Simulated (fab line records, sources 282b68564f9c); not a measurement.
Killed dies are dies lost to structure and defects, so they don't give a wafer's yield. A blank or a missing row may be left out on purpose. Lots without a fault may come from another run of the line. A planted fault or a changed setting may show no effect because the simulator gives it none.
Which tool did it? | flow rit_cmos | 14 lots, 42 wafers sampled, at 3 steps of a route of 202

WHAT THE GAUGES READ, wafer by wafer
RIT_ACTIVE_BOW_MEAS_00.
lot  | measured    | on            | INCOMING_BOW (um)
L372 | day 1 10:02 | film_metro-02 | 6 -4 -13
L373 | day 1 15:00 | film_metro-03 | 5 6 10
L374 | day 1 20:00 | film_metro-02 | -8 6 4
L375 | day 2 01:00 | film_metro-03 | -7 16 4
L378 | day 2 16:00 | film_metro-04 | -5 -1 4
L381 | day 3 07:02 | film_metro-03 | 1 1 2
L384 | day 3 22:01 | film_metro-04 | 15 6 6
L385 | day 4 03:01 | film_metro-02 | 7 -1 4
L386 | day 4 08:00 | film_metro-02 | 4 -3 3
L388 | day 4 18:01 | film_metro-03 | 4 -6 1
L391 | day 5 09:04 | film_metro-04 | -7 2 -10
L393 | day 5 19:00 | film_metro-03 | 3 2 0
L394 | day 6 00:01 | film_metro-02 | 2 3 5
L395 | day 6 05:01 | film_metro-02 | 3 -3 0

RIT_NLDD_OVL_MEAS_06.
lot  | measured    | on         | NLDD_OVL (nm)
L372 | day 2 20:08 | overlay-01 | -0.3 -2.0 -1.3
L373 | day 3 03:44 | overlay-02 | -0.4 -1.1 0.5
L374 | day 3 06:26 | overlay-01 | -2.1 -2.9 -3.2
L375 | day 3 09:31 | overlay-02 | -2.3 -2.2 -2.6
L378 | day 4 03:45 | overlay-01 | -2.5 -1.7 -4.3
L381 | day 4 16:45 | overlay-02 | 0.3 1.3 -0.7
L384 | day 5 12:37 | overlay-01 | 2.7 4.5 2.6
L385 | day 5 15:24 | overlay-02 | 0.4 -2.3 -0.2
L386 | day 5 16:00 | overlay-02 | 0.1 -0.9 -1.1
L388 | day 6 07:49 | overlay-02 | 0.5 1.1 0.3
L391 | day 6 17:15 | overlay-01 | 0.5 -0.6 1.8
L393 | day 7 08:15 | overlay-02 | 0.7 2.4 3.4
L394 | day 7 12:59 | overlay-01 | 3.1 3.8 3.0
L395 | day 7 16:48 | overlay-01 | -2.8 -0.5 -2.1

WHICH TOOL RAN EACH LOT (tool, then ch and the chambers of the sampled wafers, then the start)
lot  | RIT_PWELL_STRIP_09
L372 | plasma_asher-04 ch 0,1, day 2 00:02
L373 | plasma_asher-03 ch 0,1, day 2 05:37
L374 | plasma_asher-03 ch 0,1, day 2 09:38
L375 | plasma_asher-03 ch 0,1, day 2 14:58
L378 | plasma_asher-01 ch 0,1, day 3 07:57
L381 | plasma_asher-04 ch 0,1, day 3 21:40
L384 | plasma_asher-03 ch 0,1, day 4 14:05
L385 | plasma_asher-03 ch 0,1, day 4 17:53
L386 | plasma_asher-03 ch 0,1, day 4 21:26
L388 | plasma_asher-01 ch 0,1, day 5 08:58
L391 | plasma_asher-01 ch 0,1, day 5 23:05
L393 | plasma_asher-03 ch 0,1, day 6 10:01
L394 | plasma_asher-01 ch 0,1, day 6 15:05
L395 | plasma_asher-04 ch 1, day 6 20:38
- RIT_PWELL_STRIP_09: strips in O2, time 180 s.

WHAT THE TOOLS THEMSELVES READ (means of the sampled wafers that have a number; where no wafer has one, the mark that the record gives instead)
RIT_PWELL_STRIP_09.
lot  | tool            | drypump_motor_current_A (A) | rf_refl_power_W (W)
L372 | plasma_asher-04 | 6.0                         | 8.3
L373 | plasma_asher-03 | 5.9                         | 5.8
L374 | plasma_asher-03 | 5.9                         | 5.9
L375 | plasma_asher-03 | 5.4                         | 6.9
L378 | plasma_asher-01 | 6.0                         | 7.1
L381 | plasma_asher-04 | 5.9                         | 8.2
L384 | plasma_asher-03 | 5.4                         | 6.9
L385 | plasma_asher-03 | 5.9                         | 5.9
L386 | plasma_asher-03 | 5.9                         | 5.8
L388 | plasma_asher-01 | 6.1                         | 7.3
L391 | plasma_asher-01 | 5.7                         | 7.2
L393 | plasma_asher-03 | 5.9                         | 5.8
L394 | plasma_asher-01 | 6.1                         | 7.3
L395 | plasma_asher-04 | 5.7                         | 8.4

THE ANSWER, worked out from the rows above alone
Rule: what is usual is taken from the lots themselves. Put in order of their means at a reading, lots are off if they are a third of the lots or fewer, leave a main group of 4 or more, and stand apart from it by a gap of 3 or more times the standard deviation of the main group's means; of several such gaps the widest counts. A main group whose means are all the same, to the digits that the tables above print for the reading, isn't used. A lot without any number at a reading at which 4 lots or more have one is off too. The other lots that the step has rows for count as sound. The gauges are gone through in route order, then the tools' own readings, and for those a lot's mean is taken as printed above. The first step at which some lot is off is used, and at that step the reading that is off furthest; a lot without a number counts as furthest.
No lot is off at any reading shown: from this, nothing can be told.

WHAT THE SIMULATOR HAD PUT IN
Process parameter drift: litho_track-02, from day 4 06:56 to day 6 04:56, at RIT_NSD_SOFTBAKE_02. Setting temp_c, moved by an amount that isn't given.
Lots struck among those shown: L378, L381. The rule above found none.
